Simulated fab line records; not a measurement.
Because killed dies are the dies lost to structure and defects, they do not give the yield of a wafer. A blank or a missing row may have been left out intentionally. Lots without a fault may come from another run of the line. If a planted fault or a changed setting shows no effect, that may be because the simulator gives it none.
Problem report in the 8D (eight disciplines) form, filled by code | flow berkeley cmos170 | the parts of the form that need people (team, actions taken, sign-off) are left out

## 1. PROBLEM STATEMENT
Mean of spin speed rpm at UCB170_NSD_COAT_01: 1475.1 rpm across 6 wafers in 2 lots; on wafers with no fault it is 1499.8 rpm (standard deviation 0.99). Measured from the usual mean, that is -25 standard deviations.
The step: resist thk 900 nm.
The first sign was on wafer L527.3 at day 9 23:22, on litho track-02. The record holds 18 wafers of 6 lots with a number at this step. Rule for "out", or "out of limits": more than 4 standard deviations from the usual mean. All remaining wafers that have a number are taken as sound.

## 2. WHAT IT IS; WHAT IT IS NOT
question                    | is                     | is not
which readings at this step | spin speed rpm         | -
which lots                  | L526, L527             | L520, L528, L534, L538
which wafers of those lots  | all that have a number | -
read on which tools         | litho track-02         | litho track-01, litho track-04
when                        | from day 9 23:22       | up to then (3 sound wafers); but 9 sound wafers of L528, L534, L538 came after

## 3. THE SUSPECTS, EACH WITH WHAT RULES IT OUT
Counting: a tool at any process step up to the reading remains a suspect when it ran all the lots that are out and ran no sound lot after the first of those.
- litho track-02 at UCB170_NSD_COAT_01 (resist thk 900 nm): kept. It ran every lot that is out, first L527 (day 9 23:22), and no sound lot after that. Out on those wafers are its own readings of spin speed rpm.
After counting, what remains is litho track-02 at UCB170_NSD_COAT_01.

## 4. THE CAUSE (what the simulator had put in)
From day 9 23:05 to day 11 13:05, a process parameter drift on litho track-02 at UCB170_NSD_COAT_01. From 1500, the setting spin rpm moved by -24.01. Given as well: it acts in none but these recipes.
This tool alone remained once counting was done.

## 5. THE EFFECT CHAIN, in route order
Each row: a reading whose mean over the struck wafers that have a number lies more than 3 standard deviations from the usual. Only readings for which the record gives a usual standard deviation are gone through. hours: the time from each lot's start at the first step in this table that gives one to its start at this step, as a median over the lots. sigmas: the change in usual standard deviations.
hours | step               | reading        | usual      | on struck wafers | change | sigmas
0     | UCB170_NSD_COAT_01 | spin speed rpm | 1499.8 rpm | 1475.1           | -24.7  | -25
Here are the process steps it includes:
- UCB170_NSD_COAT_01: resist thk 900 nm.
At these later measuring or inspecting steps, every struck wafer for which the step has a row has a number for every such reading, and none has moved that far: UCB170_NSD_CD_MEAS_06.

## 6. HOW IT WOULD HAVE BEEN CAUGHT EARLIER
0 hours passed between the start of the fault at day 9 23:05 and the first reading out of limits in this record, taken at day 9 23:22.
